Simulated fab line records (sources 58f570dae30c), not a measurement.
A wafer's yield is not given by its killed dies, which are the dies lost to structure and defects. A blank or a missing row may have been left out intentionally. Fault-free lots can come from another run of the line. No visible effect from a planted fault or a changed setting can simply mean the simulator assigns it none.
fab line records ; flow berkeleyCmos170
record: lots: 7; wafers: 21; lastDay: 12
route steps=331 shown M2@291 V2@292
lots that met no fault: taken from a fault-free run of the same line
startH: hours from the record's opening day to when the first of the lot's shown wafers began ; waitH: hours since the lot's step before ; " same as the row above ; L1.1+2: a row that stands for several wafers ; - either no value or no given start ; * or withheld: withheld ; < > ~ a bound
route shown NAME@n: a module of which the file shows steps, and the number in the route of the first ; usual: mean and standard deviation over wafers with no fault ; same: alike in all rows ; chamber/n: place in a boat ; sites: each site's reading ; _std_site: standard deviation across them ; _edge_site: outer sites' mean less inner sites' ; radiusMm: how far each site lies from the wafer's centre ; mask NAME#n: copy n ; behind: the last tool/chamber to shape the wafer ; hold: why the lot went on hold/how many hours it stayed there/how the hold came to an end ; device: names the non-switching transistor (n, p or np) ; end of line: the tests these same wafers got at the end of their route ; a step given without rows: its recipe and nothing more ; killed: the dies lost at the first sort to structure and to defects; this is not the yield of the wafer ; map: the dies of a wafer, with x for killed, . for not killed, _ for no die there
set.NAME: the setting as run; set.NAME@STEP: as run at that earlier step ; model.NAME: the simulator's own value behind a step, which no gauge read
certain route steps with their lots: each step a table, each wafer a row
services: from which hour (startH, from the record's first day; less than 0 if before it) a tool's chamber was out of use, for how many hours, and why
== steps ==
step: UCB170_M2_CD_MEAS_90
recipe: targetCdNm: 700
usual: cdNm: 701.2/2.2
lot.wafer;tool;chamber;startH;waitH;cdNm
L540.1;cdSem-02;-;160.30;0.1;704.2
L540.3;cdSem-02;-;160.30;0.1;704.4
L540.6;cdSem-02;-;160.30;0.1;702.1
L550.2;cdSem-02;-;204.85;0.1;696.1
L550.4;cdSem-02;-;204.85;0.1;701.2
L550.5;cdSem-02;-;204.85;0.1;700.8
L551.1;cdSem-02;-;213.87;0.1;698.4
L551.2;cdSem-02;-;213.87;0.1;699.0
L551.4;cdSem-02;-;213.87;0.1;701.0
L552.1;cdSem-02;-;220.98;0.1;697.7
L552.2;cdSem-02;-;220.98;0.1;694.6
L552.3;cdSem-02;-;220.98;0.1;698.4
L560.3;cdSem-02;-;257.88;0.1;699.4
L560.4;cdSem-02;-;257.88;0.1;700.9
L560.6;cdSem-02;-;257.88;0.1;699.3
L561.1;cdSem-01;-;270.30;0.1;702.1
L561.2;cdSem-01;-;270.30;0.1;699.2
L561.5;cdSem-01;-;270.30;0.1;702.1
L562.2;cdSem-02;-;270.91;0.1;704.5
L562.4;cdSem-02;-;270.91;0.1;699.7
L562.5;cdSem-02;-;270.91;0.1;702.7
step: UCB170_V2_CVD_00
recipe: material: SiO2; targetThkNm: 2000; tempC: 390; precursor: TEOS/O2; timeS: 250; rfW: 550; pressureMtorr: 9000
usual: heaterPowerW: 264/55
lot.wafer;tool;chamber;startH;waitH;heaterPowerW
L540.1;pecvd-01;1;160.42;0.1;217
L540.3;pecvd-01;2;160.42;0.1;237
L540.6;pecvd-01;1;160.42;0.1;280
L550.2;pecvd-04;0;204.95;0.1;228
L550.4;pecvd-04;0;204.95;0.1;156
L550.5;pecvd-04;2;204.95;0.1;222
L551.1;pecvd-01;1;213.99;0.1;242
L551.2;pecvd-01;0;213.99;0.1;339
L551.4;pecvd-01;0;213.99;0.1;264
L552.1;pecvd-01;2;221.10;0.1;234
L552.2;pecvd-01;1;221.10;0.1;249
L552.3;pecvd-01;0;221.10;0.1;358
L560.3;pecvd-04;1;257.96;0.1;367
L560.4;pecvd-04;2;257.96;0.1;309
L560.6;pecvd-04;0;257.96;0.1;153
L561.1;pecvd-02;1;270.42;0.1;230
L561.2;pecvd-02;2;270.42;0.1;304
L561.5;pecvd-02;0;270.42;0.1;316
L562.2;pecvd-01;2;271.01;0.1;211
L562.4;pecvd-01;0;271.01;0.1;267
L562.5;pecvd-01;1;271.01;0.1;207
step: UCB170_V2_THK_MEAS_01
recipe: reads: SiO2_of_V2_CVD_00
usual: V2_TEOS_THK: 1997/22
lot.wafer;tool;chamber;startH;waitH;V2_TEOS_THK[nm]
L540.1;filmMetro-04;-;160.57;0.1;1989
L540.3;filmMetro-04;-;160.57;0.1;1996
L540.6;filmMetro-04;-;160.57;0.1;2001
L550.2;filmMetro-01;-;205.11;0.1;1992
L550.4;filmMetro-01;-;205.11;0.1;2019
L550.5;filmMetro-01;-;205.11;0.1;2015
L551.1;filmMetro-03;-;214.14;0.1;1987
L551.2;filmMetro-03;-;214.14;0.1;1991
L551.4;filmMetro-03;-;214.14;0.1;2027
L552.1;filmMetro-03;-;221.26;0.1;1957
L552.2;filmMetro-03;-;221.26;0.1;1979
L552.3;filmMetro-03;-;221.26;0.1;1947
L560.3;filmMetro-01;-;258.14;0.1;1988
L560.4;filmMetro-01;-;258.14;0.1;2039
L560.6;filmMetro-01;-;258.14;0.1;2049
L561.1;filmMetro-04;-;270.58;0.1;1991
L561.2;filmMetro-04;-;270.58;0.1;1959
L561.5;filmMetro-04;-;270.58;0.1;2001
L562.2;filmMetro-03;-;271.17;0.1;1995
L562.4;filmMetro-03;-;271.17;0.1;2043
L562.5;filmMetro-03;-;271.17;0.1;2019
step: UCB170_V2_CMP_02
recipe: material: SiO2; downForcePsi: 6; platenRpm: 60; padVelocityMS: 0.75398
usual: motorCurrentA: 16.3/1.3
lot.wafer;tool;chamber;startH;waitH;motorCurrentA
L540.3;cmp-02;2;160.63;0.0;17.6
L540.1;cmp-02;0;160.63;0.0;14.5
L540.6;cmp-02;3;160.63;0.0;16.8
L550.2;cmp-02;3;205.21;0.1;16.9
L550.4;cmp-02;1;205.21;0.1;16.4
L550.5;cmp-02;2;205.21;0.1;17.3
L551.4;cmp-02;2;214.20;0.0;16.9
L551.1;cmp-02;0;214.20;0.0;14.9
L551.2;cmp-02;1;214.20;0.0;16.0
L552.1;cmp-02;2;221.37;0.1;16.9
L552.3;cmp-02;3;221.37;0.1;15.6
L552.2;cmp-02;0;221.37;0.1;14.2
L560.3;cmp-02;1;258.25;0.1;15.8
L560.4;cmp-02;2;258.25;0.1;17.1
L560.6;cmp-02;1;258.25;0.1;15.7
L561.1;cmp-01;1;270.69;0.1;15.1
L561.2;cmp-01;3;270.69;0.1;15.7
L561.5;cmp-01;0;270.69;0.1;18.7
L562.2;cmp-02;2;271.32;0.1;16.9
L562.4;cmp-02;3;271.32;0.1;16.8
L562.5;cmp-02;1;271.32;0.1;16.0
step: UCB170_V2_BOW_MEAS_03
recipe: mode: bow
usual: V2_BOW: 37/7.2
lot.wafer;tool;chamber;startH;waitH;V2_BOW[um]
L540.1;filmMetro-04;-;160.93;0.1;38
L540.3;filmMetro-04;-;160.93;0.1;31
L540.6;filmMetro-04;-;160.93;0.1;41
L550.2;filmMetro-01;-;205.48;0.2;42
L550.4;filmMetro-01;-;205.48;0.2;35
L550.5;filmMetro-01;-;205.48;0.2;35
L551.1;filmMetro-04;-;214.50;0.1;30
L551.2;filmMetro-04;-;214.50;0.1;38
L551.4;filmMetro-04;-;214.50;0.1;42
L552.1;filmMetro-01;-;221.62;0.2;40
L552.2;filmMetro-01;-;221.62;0.2;39
L552.3;filmMetro-01;-;221.62;0.2;24
L560.3;filmMetro-03;-;258.54;0.2;46
L560.4;filmMetro-03;-;258.54;0.2;45
L560.6;filmMetro-03;-;258.54;0.2;34
L561.1;filmMetro-01;-;270.94;0.2;37
L561.2;filmMetro-01;-;270.94;0.2;36
L561.5;filmMetro-01;-;270.94;0.2;36
L562.2;filmMetro-01;-;271.54;0.2;40
L562.4;filmMetro-01;-;271.54;0.2;44
L562.5;filmMetro-01;-;271.54;0.2;39
step: UCB170_V2_THK_MEAS_04
recipe: reads: SiO2_of_V2_CVD_00
usual: V2_POLISHED_THK: 999.9/0.92
lot.wafer;tool;chamber;startH;waitH;V2_POLISHED_THK[nm]
L540.1;filmMetro-04;-;161.05;0.1;999.2
L540.3;filmMetro-04;-;161.05;0.1;1001.1
L540.6;filmMetro-04;-;161.05;0.1;1000.7
L550.2;filmMetro-01;-;205.59;0.1;998.7
L550.4;filmMetro-01;-;205.59;0.1;998.8
L550.5;filmMetro-01;-;205.59;0.1;999.4
L551.1;filmMetro-04;-;214.62;0.1;1002.0
L551.2;filmMetro-04;-;214.62;0.1;1000.6
L551.4;filmMetro-04;-;214.62;0.1;999.6
L552.1;filmMetro-01;-;221.74;0.1;1000.1
L552.2;filmMetro-01;-;221.74;0.1;998.5
L552.3;filmMetro-01;-;221.74;0.1;1000.2
L560.3;filmMetro-03;-;258.64;0.1;1000.5
L560.4;filmMetro-03;-;258.64;0.1;998.8
L560.6;filmMetro-03;-;258.64;0.1;998.9
L561.1;filmMetro-01;-;271.06;0.1;1000.1
L561.2;filmMetro-01;-;271.06;0.1;998.8
L561.5;filmMetro-01;-;271.06;0.1;999.5
L562.2;filmMetro-01;-;271.65;0.1;1000.0
L562.4;filmMetro-01;-;271.65;0.1;999.2
L562.5;filmMetro-01;-;271.65;0.1;1000.0
step: UCB170_V2_CLEAN_05
recipe: chemistry: DIW
step: UCB170_V2_HMDS_06
recipe: primeTimeS: 60; primeTempC: 100
step: UCB170_V2_COAT_07
recipe: resist: KrF; spinRpm: 1500; resistThkNm: 900
step: UCB170_V2_SOFTBAKE_08
recipe: resist: KrF; tempC: 130; timeS: 60
step: UCB170_V2_EXPOSE_09
recipe: maskId: VIA2; targetCdNm: 700; na: 0.5; sigmaOuter: 0.6; sourceShape: conventional; doseMj: 37
step: UCB170_V2_PEB_10
recipe: pebTempC: 130; pebTimeS: withheld; resist: KrF
step: UCB170_V2_DEVELOP_11
recipe: developer: TMAH; developTimeS: 45; resist: KrF; devTempC: 21
usual: chillPlateTempC: 23.01/0.13; developTimeS: 45/0
lot.wafer;tool;chamber;startH;waitH;chillPlateTempC;developTimeS;model.KrF_of_V2_COAT_07.thkNm
L540.1;lithoTrack-03;0;162;-;23.05;45;887.3
L540.3;lithoTrack-03;0;162;-;23.06;45;886.4
L540.6;lithoTrack-03;0;162;-;23.08;45;887.5
L550.2;lithoTrack-03;-;208;-;-;-;902.6
L550.4;lithoTrack-03;-;208;-;-;-;903.5
L550.5;lithoTrack-03;-;208;-;-;-;902.3
L551.1;lithoTrack-03;-;215;-;-;-;903.9
L551.2;lithoTrack-03;-;215;-;-;-;901.2
L551.4;lithoTrack-03;-;215;-;-;-;899.2
L552.1;lithoTrack-04;-;222;-;-;-;903
L552.2;lithoTrack-04;-;222;-;-;-;900.7
L552.3;lithoTrack-04;-;222;-;-;-;900.9
L560.3;lithoTrack-03;0;259;-;23.05;45;884.3
L560.4;lithoTrack-03;0;259;-;23.02;45;887.8
L560.6;lithoTrack-03;0;259;-;23.14;45;885.4
L561.1;lithoTrack-03;0;272;-;23.13;45;886.4
L561.2;lithoTrack-03;0;272;-;23.13;45;885
L561.5;lithoTrack-03;0;272;-;23.09;45;886.2
L562.2;lithoTrack-04;0;272;-;22.95;45;882.8
L562.4;lithoTrack-04;0;272;-;23.20;45;882.6
L562.5;lithoTrack-04;0;272;-;23.06;45;884.1
step: UCB170_V2_CD_MEAS_12
recipe: targetCdNm: 700
usual: cdNm: 699.9/1.4
lot.wafer;tool;chamber;startH;waitH;cdNm
L540.1;cdSem-02;-;162.30;-;700.8
L540.3;cdSem-02;-;162.30;-;701.6
L540.6;cdSem-02;-;162.30;-;701.7
L550.2;cdSem-02;-;208.31;-;-
L550.4;cdSem-02;-;208.31;-;-
L550.5;cdSem-02;-;208.31;-;-
L551.1;cdSem-01;-;215.82;-;-
L551.2;cdSem-01;-;215.82;-;-
L551.4;cdSem-01;-;215.82;-;-
L552.1;cdSem-02;-;222.94;-;-
L552.2;cdSem-02;-;222.94;-;-
L552.3;cdSem-02;-;222.94;-;-
L560.3;cdSem-01;-;259.93;-;700.9
L560.4;cdSem-01;-;259.93;-;699.8
L560.6;cdSem-01;-;259.93;-;699.3
L561.1;cdSem-02;-;272.14;-;699.2
L561.2;cdSem-02;-;272.14;-;701.9
L561.5;cdSem-02;-;272.14;-;701.0
L562.2;cdSem-01;-;272.89;-;699.7
L562.4;cdSem-01;-;272.89;-;699.9
L562.5;cdSem-01;-;272.89;-;699.8
== services ==
tool;chamber;startH;hours;kind
pecvd-01;0;145.66;5.2;repair
pecvd-04;0;149.50;-;clean
pecvd-04;1;149.50;-;clean
pecvd-04;2;149.50;-;clean
pecvd-01;2;150.36;8.5;repair
cmp-01;-;165.61;0.7;repair
cmp-02;-;173.55;7.2;pm
pecvd-02;-;203.62;13.2;repair
pecvd-02;2;220.47;3.6;repair
cmp-02;-;232.00;4.0;pm
cmp-01;-;236.00;3.6;pm
cmp-02;-;236.00;-;consumableReplace:conditioner
cmp-02;-;236.00;-;consumableReplace:pad
pecvd-01;-;242.50;14.0;pm
pecvd-01;0;242.50;14.0;ventCycle
pecvd-01;1;242.50;14.0;ventCycle
pecvd-01;2;242.50;14.0;ventCycle
cmp-01;-;255.61;4.6;pm
pecvd-01;0;256.50;-;clean
pecvd-01;1;256.50;-;clean
pecvd-01;2;256.50;-;clean
pecvd-01;-;260.52;2.8;pm
cmp-02;-;261.45;0.3;repair
cmp-02;-;266.99;1.2;repair
== key ==
firstSign: step: UCB170_V2_DEVELOP_11; reading: toolRecord; direction: missing
effect none on later readings
modelEffect: step: UCB170_V2_DEVELOP_11; value: KrF_of_V2_COAT_07.thkNm; without: 887.7; struck: 901.9
metAt UCB170_V2_DEVELOP_11
struckWafers L550.2,L550.4,L550.5,L551.1,L551.2,L551.4,L552.1,L552.2,L552.3
laterRowsLeftOut L550.2,L550.4,L550.5,L551.1,L551.2,L551.4,L552.1,L552.2,L552.3
sortLeftOut L550.2,L550.4,L550.5,L551.1,L551.2,L551.4,L552.1,L552.2,L552.3
fault: kind: skippedStepWhole; tool: lithoTrack-03,lithoTrack-04; chamber: -; onsetH: 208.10; steps: UCB170_V2_DEVELOP_11; scope: struckLotsOnly
sortLeftOut: the simulated sort isn't trusted on such a fault, so these wafers' sort isn't shown, and their yield isn't known
laterRowsLeftOut: the simulator's readings of these wafers behind a module that went badly wrong aren't trusted and aren't shown, but for the sort
